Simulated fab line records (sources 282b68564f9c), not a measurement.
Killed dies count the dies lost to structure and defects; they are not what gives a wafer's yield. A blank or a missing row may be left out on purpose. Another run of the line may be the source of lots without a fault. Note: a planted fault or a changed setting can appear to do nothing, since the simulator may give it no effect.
fab line records	flow ritCmos
record: lots: 14	wafers: 42	lastDay: 7
route steps=202 shown ACTIVE@12 PLDD@123 NLDD@160 M1@193
lots that met no fault: from a run of the same line without faults
startH: the number of hours between the record's first day and the start of the first shown wafer of the lot	waitH: hours from the lot's prior step to this one	" unchanged from the row above	L1.1+2: a single row standing in for several wafers	- no value, or no start given	* or withheld: withheld	< > ~ a bound
route shown NAME@n: NAME is a module with steps in the file, n the number in the route of the first one	usual: mean/standard deviation of fault-free wafers	same: alike in all rows	chamber/n: place in a boat	sites: each site's reading	_std_site: standard deviation of those values	_edge_site: outer sites' mean less inner sites'	radiusMm: how far each site lies from the wafer's centre	mask NAME#n: copy n	behind: the last tool/chamber to shape the wafer	hold: why the lot went on hold/how many hours it stayed there/how the hold came to an end	device: which transistor (n, p or np) failed to switch	end of line: at the end of the route, the tests of the same wafers	a step given without rows: its recipe and nothing more	killed: dies lost to structure and defects at the first sort, not the wafer's yield	map: a wafer's dies, x killed, . not, _ none there
set.NAME: the setting as run; set.NAME@STEP: as run at that earlier step	model.NAME: the simulator's own value behind a step, which no gauge read
the route's steps for a sample of lots (tables are steps, rows are wafers)
services: when a tool's chamber went out of use (startH, in hours from the record's first day, below 0 if earlier), for how many hours, and the reason
== steps ==
step: RIT_ACTIVE_CD_MEAS_11
recipe: targetCdNm: 1400
usual: cdNm: 1400.1/1.9
lot.wafer	tool	chamber	startH	waitH	cdNm
L370.1	cdSem-02	-	15.15	-	1400.1
L370.4	"	-	"	"	1402.5
L370.5	"	-	"	"	1402.8
L371.1	cdSem-01	-	19.56	-	1401.5
L371.2	"	-	"	"	1399.4
L371.4	"	-	"	"	1400.3
L372.2	cdSem-01	-	24.58	-	1400.1
L372.4	"	-	"	"	1399.6
L372.5	"	-	"	"	1401.9
L373.1	cdSem-01	-	29.56	-	1399.5
L373.3	"	-	"	"	1397.5
L373.5	"	-	"	"	1397.3
L374.1	cdSem-01	-	34.56	-	1398.1
L374.2	"	-	"	"	1399.5
L374.3	"	-	"	"	1399.0
L375.1	cdSem-02	-	40.15	-	1402.4
L375.3	"	-	"	"	1398.4
L375.5	"	-	"	"	1400.6
L376.4	cdSem-02	-	44.50	-	1399.5
L376.5	"	-	"	"	1401.7
L376.6	"	-	"	"	1399.7
L377.1	cdSem-02	-	50.27	-	1400.1
L377.2	"	-	"	"	1399.0
L377.5	"	-	"	"	1400.0
L382.2	cdSem-02	-	74.58	-	1399.8
L382.4	"	-	"	"	1395.7
L382.5	"	-	"	"	1396.8
L385.3	cdSem-02	-	93.24	-	1397.5
L385.4	"	-	"	"	1397.5
L385.5	"	-	"	"	1399.4
L388.2	cdSem-01	-	108.12	-	1402.6
L388.3	"	-	"	"	1401.9
L388.4	"	-	"	"	1403.3
L389.4	cdSem-01	-	110.98	-	1400.3
L389.5	"	-	"	"	1399.8
L389.6	"	-	"	"	1401.6
L391.3	cdSem-02	-	121.75	-	1402.2
L391.4	"	-	"	"	1400.6
L391.5	"	-	"	"	1400.6
L392.4	cdSem-01	-	126.34	-	1399.5
L392.5	"	-	"	"	1400.4
L392.6	"	-	"	"	1401.7
step: RIT_PLDD_STRIP_09
recipe: chemistry: O2	timeS: 180	resist: NOVOLAK	platenTempC: withheld	powerW: 500	pressureMtorr: 4000	o2FlowSccm: 4000
usual: drypumpMotorCurrentA: 5.7/0.43	o2FlowSccm: 4000/14
lot.wafer	tool	chamber	startH	waitH	drypumpMotorCurrentA	o2FlowSccm	rfHoursCounterH
L370.1	plasmaAsher-02	0	43.89	0.1	6.2	3985	23
L370.4	"	1	"	"	5.1	3999	-
L370.5	"	1	"	"	5.1	3978	-
L371.1	plasmaAsher-02	1	48.01	0.1	5.1	4004	24
L371.2	"	0	"	"	6.2	4000	24
L371.4	"	1	"	"	5.1	3998	-
L372.2	plasmaAsher-04	0	54.09	0.1	5.9	3999	42
L372.4	"	0	"	"	5.9	3985	-
L372.5	"	0	"	"	5.9	3996	-
L373.1	plasmaAsher-02	0	60.64	0.1	6.1	4007	25
L373.3	"	1	"	"	5.1	4005	-
L373.5	"	1	"	"	5.1	4004	-
L374.1	plasmaAsher-01	0	64.24	0.1	5.6	4036	41
L374.2	"	1	"	"	5.9	3999	41
L374.3	"	1	"	"	5.9	3995	-
L375.1	plasmaAsher-02	1	69.06	0.1	5.1	3993	26
L375.3	"	1	"	"	5.1	4001	-
L375.5	"	1	"	"	5.1	4000	-
L376.4	plasmaAsher-02	0	72.92	0.1	6.1	4011	-
L376.5	"	0	"	"	6.1	4008	-
L376.6	"	1	"	"	5.1	3968	-
L377.1	plasmaAsher-01	1	80.02	0.1	5.9	3998	43
L377.2	"	0	"	"	5.6	3999	43
L377.5	"	1	"	"	5.9	4009	-
L382.2	plasmaAsher-02	1	106.31	0.1	5.1	3218	30
L382.4	"	0	"	"	6.1	4002	-
L382.5	"	0	"	"	6.1	4002	-
L385.3	plasmaAsher-02	1	128.16	0.1	5.1	3205	-
L385.4	"	0	"	"	6.1	4001	-
L385.5	"	1	"	"	5.1	3191	-
L388.2	plasmaAsher-01	1	137.67	0.1	5.9	3991	50
L388.3	"	1	"	"	5.9	3978	-
L388.4	"	0	"	"	5.6	4003	-
L389.4	plasmaAsher-01	0	140.89	0.1	5.6	3999	-
L389.5	"	1	"	"	5.9	4005	-
L389.6	"	0	"	"	5.6	4000	-
L391.3	plasmaAsher-01	1	150.00	0.1	5.9	3999	-
L391.4	"	0	"	"	5.6	3998	-
L391.5	"	0	"	"	5.6	4007	-
L392.4	plasmaAsher-04	1	153.90	0.1	6.3	3996	-
L392.5	"	1	"	"	6.3	3983	-
L392.6	"	0	"	"	5.9	3995	-
step: RIT_SDANNEAL_RS_MEAS_07
recipe: thkMeasGauge: four-point-probe
usual: NLDD_RS: 151.8/0.6
lot.wafer	tool	chamber	startH	waitH	NLDD_RS[ohm/sq]
L370.1	filmMetro-03	-	50.41	0.1	151.5
L370.4	"	-	"	"	150.9
L370.5	"	-	"	"	151.2
L371.1	filmMetro-03	-	54.62	0.1	150.8
L371.2	"	-	"	"	151.0
L371.4	"	-	"	"	151.7
L372.2	filmMetro-04	-	60.63	0.1	151.5
L372.4	"	-	"	"	152.2
L372.5	"	-	"	"	152.2
L373.1	filmMetro-04	-	67.21	0.1	152.0
L373.3	"	-	"	"	151.8
L373.5	"	-	"	"	151.7
L374.1	filmMetro-04	-	71.08	0.1	152.0
L374.2	"	-	"	"	152.4
L374.3	"	-	"	"	151.9
L375.1	filmMetro-01	-	75.71	0.1	152.0
L375.3	"	-	"	"	151.8
L375.5	"	-	"	"	151.9
L376.4	filmMetro-01	-	80.40	0.1	151.8
L376.5	"	-	"	"	151.8
L376.6	"	-	"	"	152.1
L377.1	filmMetro-03	-	87.58	0.1	151.7
L377.2	"	-	"	"	152.0
L377.5	"	-	"	"	151.7
L382.2	filmMetro-01	-	113.92	0.1	152.7
L382.4	"	-	"	"	153.2
L382.5	"	-	"	"	151.9
L385.3	filmMetro-04	-	135.29	0.1	151.2
L385.4	"	-	"	"	151.7
L385.5	"	-	"	"	151.4
L388.2	filmMetro-04	-	145.48	0.1	152.7
L388.3	"	-	"	"	152.5
L388.4	"	-	"	"	152.5
L389.4	filmMetro-01	-	149.96	0.1	151.3
L389.5	"	-	"	"	151.6
L389.6	"	-	"	"	151.3
L391.3	filmMetro-01	-	157.68	0.1	151.8
L391.4	"	-	"	"	151.4
L391.5	"	-	"	"	151.8
L392.4	filmMetro-04	-	161.34	0.1	152.3
L392.5	"	-	"	"	151.6
L392.6	"	-	"	"	152.7
step: RIT_M1_CD_MEAS_09
recipe: targetCdNm: 2600
usual: cdNm: 2599.1/2.1
lot.wafer	tool	chamber	startH	waitH	cdNm
L370.1	cdSem-01	-	54.92	-	2601.4
L370.4	"	-	"	"	2600.6
L370.5	"	-	"	"	2599.3
L371.1	cdSem-02	-	59.18	-	2598.8
L371.2	"	-	"	"	2602.2
L371.4	"	-	"	"	2601.7
L372.2	cdSem-02	-	64.98	-	2602.2
L372.4	"	-	"	"	2599.1
L372.5	"	-	"	"	2599.4
L373.1	cdSem-02	-	71.59	-	2596.4
L373.3	"	-	"	"	2596.7
L373.5	"	-	"	"	2598.6
L374.1	cdSem-02	-	75.48	-	2597.2
L374.2	"	-	"	"	2599.7
L374.3	"	-	"	"	2599.9
L375.1	cdSem-01	-	80.36	-	2598.2
L375.3	"	-	"	"	2598.3
L375.5	"	-	"	"	2600.9
L376.4	cdSem-01	-	84.64	-	2601.0
L376.5	"	-	"	"	2603.6
L376.6	"	-	"	"	2602.6
L377.1	cdSem-02	-	91.92	-	2600.1
L377.2	"	-	"	"	2601.0
L377.5	"	-	"	"	2599.4
L382.2	cdSem-01	-	118.41	-	2600.2
L382.4	"	-	"	"	2602.4
L382.5	"	-	"	"	2601.8
L385.3	cdSem-02	-	139.93	-	2599.5
L385.4	"	-	"	"	2599.4
L385.5	"	-	"	"	2600.2
L388.2	cdSem-02	-	150.18	-	2600.9
L388.3	"	-	"	"	2602.1
L388.4	"	-	"	"	2600.5
L389.4	cdSem-02	-	154.47	-	2597.8
L389.5	"	-	"	"	2597.3
L389.6	"	-	"	"	2596.2
L391.3	cdSem-02	-	161.95	-	2599.3
L391.4	"	-	"	"	2595.3
L391.5	"	-	"	"	2597.4
L392.4	cdSem-01	-	165.71	-	2594.4
L392.5	"	-	"	"	2595.7
L392.6	"	-	"	"	2597.3
step: RIT_M1_PROBE_99
usual: killed_at_M0_to_M3: 0.0/0.12	killedAtContacts: 0.1/0.23	killedAtFrontEnd: 7/3	killedDies: 7/3.1	killedOpen: 3.3/2.1	killedShort: 3.3/2
same: grossDies: 264	killed_at_M4_up: 0	killedAtBackSide: 0	killedAtOther: 0
lot.wafer	tool	chamber	startH	waitH	killed_at_M0_to_M3	killedAtContacts	killedAtFrontEnd	killedDies	killedOpen	killedShort
L371.1	prober-01	-	62.16	0.1	0	0	6	6	3	3
L371.2	prober-01	-	62.21	0.1	0	0	3	3	1	2
L371.4	prober-01	-	62.31	0.2	0	0	7	7	4	3
L375.1	prober-01	-	83.82	0.1	0	0	8	8	2	6
L375.3	prober-01	-	83.92	0.2	0	0	9	9	3	6
L375.5	prober-01	-	84.02	0.2	0	0	11	11	5	6
L376.4	prober-02	-	92.46	0.2	0	1	15	16	9	7
L376.5	prober-02	-	92.51	0.2	0	0	11	11	9	2
L376.6	prober-02	-	92.56	0.2	0	0	4	4	2	2
L377.1	prober-01	-	95.12	0.1	0	0	7	7	5	2
L377.2	prober-01	-	95.17	0.1	0	0	5	5	3	2
L377.5	prober-01	-	95.32	0.2	0	0	4	4	2	2
L382.2	prober-02	-	122.54	0.1	0	0	8	8	4	4
L382.4	prober-02	-	122.64	0.2	0	0	6	6	3	3
L382.5	prober-02	-	122.69	0.2	0	0	6	6	5	1
L385.3	prober-01	-	143.77	0.2	0	1	4	5	4	1
L385.4	prober-01	-	143.82	0.2	0	0	2	2	0	2
L385.5	prober-01	-	143.87	0.2	0	0	7	7	5	2
L388.2	prober-02	-	152.87	0.1	0	0	8	8	4	4
L388.3	prober-02	-	152.92	0.2	0	0	9	9	3	6
L388.4	prober-02	-	152.97	0.2	0	1	12	13	8	5
L389.4	prober-01	-	157.34	0.2	0	0	6	6	2	4
L389.5	prober-01	-	157.39	0.2	0	0	6	6	4	2
L389.6	prober-01	-	157.44	0.2	0	0	10	10	2	8
killed by level:class
L371.1 SILICIDE:geometricParticle:short=2 FOX1:geometricParticle:open=1 GATE:geometricParticle:short=1 GATE:geometricParticle:open=1 SILICIDE:geometricParticle:open=1
L371.2 FOX2:geometricParticle:short=1 GATE:geometricParticle:short=1 REOX:geometricParticle:open=1
L371.4 SILICIDE:geometricParticle:open=2 FOX1:geometricParticle:open=1 FOX2:geometricParticle:short=1 GATE:geometricParticle:open=1 REOX:geometricParticle:short=1 SPACER:geometricParticle:short=1
L375.1 GATE:geometricParticle:short=4 ACTIVE:geometricParticle:open=1 REOX:geometricParticle:short=1 SPACER:geometricParticle:short=1 SILICIDE:geometricParticle:open=1
L375.3 GATE:geometricParticle:short=3 REOX:geometricParticle:short=2 FOX1:geometricParticle:short=1 GATE:geometricParticle:open=1 SPACER:geometricParticle:open=1 SILICIDE:geometricParticle:open=1
L375.5 FOX1:geometricParticle:open=4 GATE:geometricParticle:short=2 SILICIDE:geometricParticle:short=2 FOX1:geometricParticle:short=1 GATE:geometricParticle:open=1 SPACER:geometricParticle:short=1
L376.4 FOX2:geometricParticle:open=4 SILICIDE:geometricParticle:open=4 REOX:geometricParticle:short=2 SILICIDE:geometricParticle:short=2 FOX2:geometricParticle:short=1 GATE:geometricParticle:short=1 GATE:geometricParticle:open=1 CONTACT:geometricParticle:short=1
L376.5 REOX:geometricParticle:open=4 FOX1:geometricParticle:open=3 SILICIDE:geometricParticle:open=2 FOX1:geometricParticle:short=1 SILICIDE:geometricParticle:short=1
L376.6 FOX1:geometricParticle:open=2 FOX1:geometricParticle:short=1 FOX2:geometricParticle:short=1
L377.1 GATE:geometricParticle:open=2 SPACER:geometricParticle:open=2 FOX1:geometricParticle:open=1 SPACER:geometricParticle:short=1 SILICIDE:geometricParticle:short=1
L377.2 SILICIDE:geometricParticle:open=2 GATE:geometricParticle:open=1 GATE:geometricParticle:short=1 SILICIDE:geometricParticle:short=1
L377.5 FOX1:geometricParticle:short=1 GATE:geometricParticle:short=1 REOX:geometricParticle:open=1 SPACER:geometricParticle:open=1
L382.2 GATE:geometricParticle:short=3 REOX:geometricParticle:open=2 FOX1:geometricParticle:open=1 REOX:geometricParticle:short=1 SPACER:geometricParticle:open=1
L382.4 FOX1:geometricParticle:open=2 FOX1:geometricParticle:short=1 GATE:geometricParticle:open=1 GATE:geometricParticle:short=1 SPACER:geometricParticle:short=1
L382.5 GATE:geometricParticle:open=2 FOX1:geometricParticle:open=1 REOX:geometricParticle:open=1 SPACER:geometricParticle:open=1 SILICIDE:geometricParticle:short=1
L385.3 FOX2:geometricParticle:open=1 GATE:geometricParticle:open=1 REOX:geometricParticle:open=1 REOX:geometricParticle:short=1 CONTACT:geometricParticle:open=1
L385.4 GATE:geometricParticle:short=1 REOX:geometricParticle:short=1
L385.5 REOX:geometricParticle:open=2 FOX2:geometricParticle:open=1 GATE:geometricParticle:short=1 GATE:geometricParticle:open=1 SPACER:geometricParticle:short=1 SPACER:geometricParticle:open=1
L388.2 SILICIDE:geometricParticle:open=2 SILICIDE:geometricParticle:short=2 FOX1:geometricParticle:open=1 GATE:geometricParticle:short=1 REOX:geometricParticle:open=1 SPACER:geometricParticle:short=1
L388.3 REOX:geometricParticle:short=3 GATE:geometricParticle:short=2 FOX1:geometricParticle:open=1 REOX:geometricParticle:open=1 SILICIDE:geometricParticle:short=1 SILICIDE:geometricParticle:open=1
L388.4 SILICIDE:geometricParticle:open=4 GATE:geometricParticle:open=3 GATE:geometricParticle:short=2 SPACER:geometricParticle:short=2 SILICIDE:geometricParticle:short=1 CONTACT:geometricParticle:open=1
L389.4 SILICIDE:geometricParticle:short=3 GATE:geometricParticle:short=1 SILICIDE:geometricParticle:open=1 REOX:geometricParticle:open=1
L389.5 GATE:geometricParticle:open=2 SPACER:geometricParticle:open=2 FOX1:geometricParticle:short=1 GATE:geometricParticle:short=1
L389.6 FOX1:geometricParticle:short=4 SPACER:geometricParticle:short=2 GATE:geometricParticle:short=1 SPACER:geometricParticle:open=1 SILICIDE:geometricParticle:open=1 SILICIDE:geometricParticle:short=1
== services ==
tool	chamber	startH	hours	kind
plasmaAsher-02	-	25.15	1.0	repair
plasmaAsher-04	-	71.89	1.8	repair
plasmaAsher-04	-	108.75	9.0	pm
plasmaAsher-04	0	108.75	9.0	ventCycle
plasmaAsher-04	1	108.75	9.0	ventCycle
plasmaAsher-04	0	117.75	-	clean
plasmaAsher-04	1	117.75	-	clean
plasmaAsher-04	-	126.51	5.2	repair
== key ==
firstSign: step: RIT_PLDD_STRIP_09	reading: o2FlowSccm	direction: down	sigmas: 58	usual: 4000	struck: 3204
effect none on later readings
metAt RIT_PLDD_STRIP_09
struckLots L382,L385
struckWafers L382.2,L385.3,L385.5
testerLeftOut L382,L385
notActingAt RIT_ACTIVE_CD_MEAS_11,RIT_SDANNEAL_RS_MEAS_07,RIT_M1_CD_MEAS_09
onsetBetween 72.92 106.31
fault: kind: processParameterDrift	tool: plasmaAsher-02	chamber: 1	onsetH: 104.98	steps: RIT_PLDD_STRIP_09	channel: o2FlowSccm	offset: -800	shape: step	endH: 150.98	actsIn: theseRecipesOnly	stated: 4000
testerLeftOut: of these lots the tester's yield and bins aren't shown, on N5 and GAA mostly nor the transistor test; their killed dies are dies lost to structure and defects alone, not to doping, threshold or leakage, so they don't give the yield
